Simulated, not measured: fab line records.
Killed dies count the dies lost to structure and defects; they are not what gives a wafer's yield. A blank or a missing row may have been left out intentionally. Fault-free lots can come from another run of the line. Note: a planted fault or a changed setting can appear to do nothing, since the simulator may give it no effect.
A single fault, viewed from 2 desks    flow berkeley-cmos170    each desk holds nothing but its own numbers, with what lay behind them at the end

## TOOL OWNER'S DESK, krf-scanner-01
The tool's own readings at UCB170_M3_EXPOSE_12 (exposes mask METAL3, target cd 700 nm): means of the sampled wafers that have a number, for each lot that ran on this tool. The brackets show how far a lot's mean lies from the usual mean; more than 4 standard deviations puts the lot out of limits, marked OUT.
Columns: A = exposure-dose-mJ-cm2 at UCB170_M3_EXPOSE_12, usual 26.44
lot   first seen here  A
L863  day 8 04:12      26.42
L866  day 8 18:37      26.46
L878  day 10 23:19     26.22 (-5.0) OUT
This desk's verdict: out of limits on L878, starting with L878 at day 10 23:19 (exposure-dose-mJ-cm2 at UCB170_M3_EXPOSE_12). L863, L866: within limits.

## THE METROLOGY DESK
Lot by lot, what the gauges showed, no matter which tool ran the lot: averages of those sampled wafers that carry a number. The brackets show how far a lot's mean lies from the usual mean; more than 4 standard deviations puts the lot out of limits, marked OUT.
Columns: A = cd-nm at UCB170_M3_CD_MEAS_15, usual 700.0 nm
lot   first seen here  A
L864  day 8 03:52      698.9
L863  day 8 04:41      700.0
L865  day 8 08:24      699.1
L867  day 8 18:38      698.5
L866  day 8 19:41      699.4
L869  day 9 05:27      700.0
L870  day 9 06:08      699.2
L871  day 9 07:30      700.7
L878  day 10 23:55     694.0 (-4.6) OUT
L879  day 11 00:20     699.3
L880  day 11 14:43     698.6
L884  day 12 13:38     700.1
L885  day 12 13:53     700.9
This desk's verdict: out of limits on L878, starting with L878 at day 10 23:55 (cd-nm at UCB170_M3_CD_MEAS_15). L864, L863, L865, L867, L866, L869, L870, L871, L879, L880, L884, L885: within limits.

## BROUGHT TOGETHER
The tool owner's desk had the chance to raise an alarm at day 10 23:19 on L878.
Metrology desk: alarm possible at day 10 23:55 on L878.
The lots listed all ran UCB170_M3_EXPOSE_12 on krf-scanner-01.

## WHAT THE SIMULATOR PUT IN
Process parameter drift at UCB170_M3_EXPOSE_12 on krf-scanner-01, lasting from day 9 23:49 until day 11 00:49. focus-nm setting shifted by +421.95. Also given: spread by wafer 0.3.
Struck lots among those shown: L878.
Fault start to first reading out of limits, in hours, per desk: tool owner, 24; metrology, 24.
